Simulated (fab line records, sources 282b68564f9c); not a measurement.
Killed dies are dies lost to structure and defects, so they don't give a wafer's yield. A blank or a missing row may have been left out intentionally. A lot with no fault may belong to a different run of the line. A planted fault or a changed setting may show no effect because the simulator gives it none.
Comparing a struck lot with a sound one :: flow ritCmos :: 10 out of 202 route steps
Sound: the wafers L690.1, L690.2, L690.6. Wafers L703.1, L703.2, L703.6 were the ones struck. Last of all comes the cause.
For every step that has rows: the tool of each side, followed by ch and its chambers, followed by its first start. Under that, the readings that differ: sound wafers :: struck wafers :: difference of the means :: sigmas: that difference in standard deviations of wafers without a fault.
alike: a reading whose means differ by less than 2 such deviations, as well as words and numbers matching on both sides. not compared: withheld readings; readings where some wafer has no value; bounds like >300 that might hide an equal value; numbers whose values overlap and for which the record gives no deviation.
The two part at a step that has a row with sigmas, a row that says differs or no value, or rows on one side only. When numbers do not overlap yet have no deviation, they are printed without sigmas and do not part them. A reading missing from all wafers of one side parts the sides only when that side holds two or more wafers.

RIT_ACTIVE_BOW_MEAS_00:
  sound on filmMetro-04 at day 2 01:00; struck on filmMetro-04 at day 4 18:00
  alike: INCOMING_BOW
then, 1 step without rows for these wafers: RIT_ACTIVE_OXIDATION_01 (target thk 46.8 nm, ox time 3360 s).
RIT_ACTIVE_THK_MEAS_02:
  sound on filmMetro-02 at day 2 03:37; struck on filmMetro-04 at day 4 20:03
  alike: ACTIVE_OXIDE_THK
then, 1 step without rows for these wafers: RIT_ACTIVE_CVD_03 (deposits Si3N4 from SiH2Cl2/NH3, target thk 150 nm, time 1500 s).
RIT_ACTIVE_THK_MEAS_04:
  sound on filmMetro-02 at day 2 05:07; struck on filmMetro-02 at day 4 21:32
  alike: ACTIVE_NITRIDE_THK
then, 2 steps without rows for these wafers: RIT_ACTIVE_HMDS_05 (prime time 60 s); RIT_ACTIVE_COAT_06 (resist thk 1000 nm).
RIT_ACTIVE_SOFTBAKE_07: time 60 s.
  sound on lithoTrack-04 ch 0, day 2 05:28; struck on lithoTrack-02 ch 0, day 4 21:53
reading: heaterPowerTotalW (W)
sound: 34.58 34.45 34.60
struck: 33.92 33.97 33.99
difference: -0.58
sigmas: -12

reading: plateTempC (C)
sound: 89.85 89.87 89.93
struck: 88.73 88.69 88.76
difference: -1.16
sigmas: -8
  alike: exhaustPa
then, 1 step without rows for these wafers: RIT_ACTIVE_EXPOSE_08 (exposes mask M1, target cd 1400 nm).
RIT_M1_PROBE_99:
  sound on prober-01 at day 4 04:33; struck on prober-02 at day 6 17:42
  alike: killedAtFrontEnd, killedDies, killedOpen, killedShort

## WHERE THEY PART
RIT_ACTIVE_SOFTBAKE_07 only, going by this record. Later steps at which nothing parts them and some readings are alike: RIT_M1_PROBE_99.

WHY: the cause the simulator had injected
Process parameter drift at RIT_ACTIVE_SOFTBAKE_07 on lithoTrack-02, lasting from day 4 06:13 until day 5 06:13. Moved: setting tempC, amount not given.
